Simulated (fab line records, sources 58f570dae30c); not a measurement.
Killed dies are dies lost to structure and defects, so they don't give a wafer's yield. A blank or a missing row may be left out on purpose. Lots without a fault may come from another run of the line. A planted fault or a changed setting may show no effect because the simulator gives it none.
A struck lot beside a sound one | flow berkeley_cmos170 | 17 steps out of a route of 331
Sound: wafers L560.2, L560.4, L560.6. Struck: wafers L571.1, L571.6. (L571.3 of the same lot was not struck and is left out.) The cause comes at the end.
At each step with rows: each side's tool, then ch and its chambers, then its first start. Under that, the readings that differ: sound wafers | struck wafers | difference of the means | sigmas: that difference in standard deviations of wafers without a fault.
alike: readings whose means differ by less than 2 such deviations, and words and numbers that are the same on both sides. not compared: withheld readings, readings that some wafer has no value for, bounds like >300 that may hide the same value, and numbers for which the record gives no deviation and whose values overlap.
The two part at a step that has a row with sigmas, a row that says differs or no value, or rows on one side only. Numbers that don't overlap but have no deviation are shown without sigmas and don't part them. A reading that every wafer of one side lacks parts them only if that side has two wafers or more.

UCB170_V1_CMP_02: polishes SiO2.
  sound on cmp-02 ch 0,1,3, day 7 04:23; struck on cmp-01 ch 1,2, day 9 17:14
  alike: edge_zone_pressure_frac, motor_current_A
UCB170_V1_BOW_MEAS_03:
  sound on film_metro-01, day 7 04:43; struck on film_metro-02, day 9 17:32
  alike: V1_BOW
UCB170_V1_THK_MEAS_04:
  sound on film_metro-01, day 7 04:49; struck on film_metro-02, day 9 17:40
  alike: V1_POLISHED_THK
then, 7 steps without rows for these wafers: UCB170_V1_CLEAN_05 (cleans in DIW); UCB170_V1_HMDS_06 (prime time 60 s); UCB170_V1_COAT_07 (resist thk 900 nm); UCB170_V1_SOFTBAKE_08 (time 60 s); UCB170_V1_EXPOSE_09 (exposes mask VIA1, target cd 700 nm); UCB170_V1_PEB_10; UCB170_V1_DEVELOP_11 (develop time 45 s).
UCB170_V1_CD_MEAS_12: target cd 700 nm.
  sound on cd_sem-02, day 7 06:17; struck on cd_sem-01, day 9 19:33
  alike: cd_nm
UCB170_V1_OVL_MEAS_13:
  sound on overlay-02, day 7 06:24; struck on overlay-01, day 9 19:40
  alike: V1_OVL
UCB170_V1_ETCH_14: etches SiO2 in CHF3/CF4/Ar, stops on Al, target depth 1250 nm, time 291 s.
  sound on rie_diel-03 ch 1,3, day 7 06:26; struck on rie_diel-04 ch 1, day 9 19:42
  reading                             | sound           | struck      | difference | sigmas
  model.KrF_of_V1_COAT_07.thk_nm (nm) | 609.4 611 610.5 | 499.7 497.8 | -111.5     |
  model.V1.feature_depth_nm (nm)      | 1000 1001 1001  | 1016 1015   | +15        |
  alike: cf4_flow_sccm, drypump_motor_current_A, oes_product_au, throttle_valve_pct
  not compared: rf_hours_counter_h, model.Al_of_M1_SPUTTER_00.thk_nm
UCB170_V1_STRIP_15: strips in O2.
  sound on plasma_asher-04 ch 0,1, day 7 06:37; struck on plasma_asher-01 ch 1, day 9 19:53
  reading                      | sound             | struck      | difference | sigmas
  drypump_motor_current_A (A)  | 6.5 6.5 6.5       | 4.6 4.7     | -1.8       | -3
  strip_time_to_endpoint_s (s) | 15.30 15.32 15.31 | 12.72 12.67 | -2.62      | -26
  alike: oes_product_au
  not compared: rf_hours_counter_h
UCB170_V1_CD_MEAS_90: target cd 700 nm.
  sound on cd_sem-02, day 7 06:44; struck on cd_sem-01, day 9 19:59
  reading    | sound             | struck      | difference | sigmas
  cd_nm (nm) | 700.2 700.2 700.5 | 704.4 702.9 | +3.3       | +2
then, 1 step without rows for these wafers: UCB170_M2_PRE_CLEAN_00 (preclean etch time 60 s).
UCB170_M3_PROBE_99:
  the record has rows for the struck wafers here (prober-01, day 10 08:07) and none for the sound ones

WHERE THEY PART
First at UCB170_V1_STRIP_15; last, within this record, at UCB170_M3_PROBE_99.

WHY: what the simulator had put in
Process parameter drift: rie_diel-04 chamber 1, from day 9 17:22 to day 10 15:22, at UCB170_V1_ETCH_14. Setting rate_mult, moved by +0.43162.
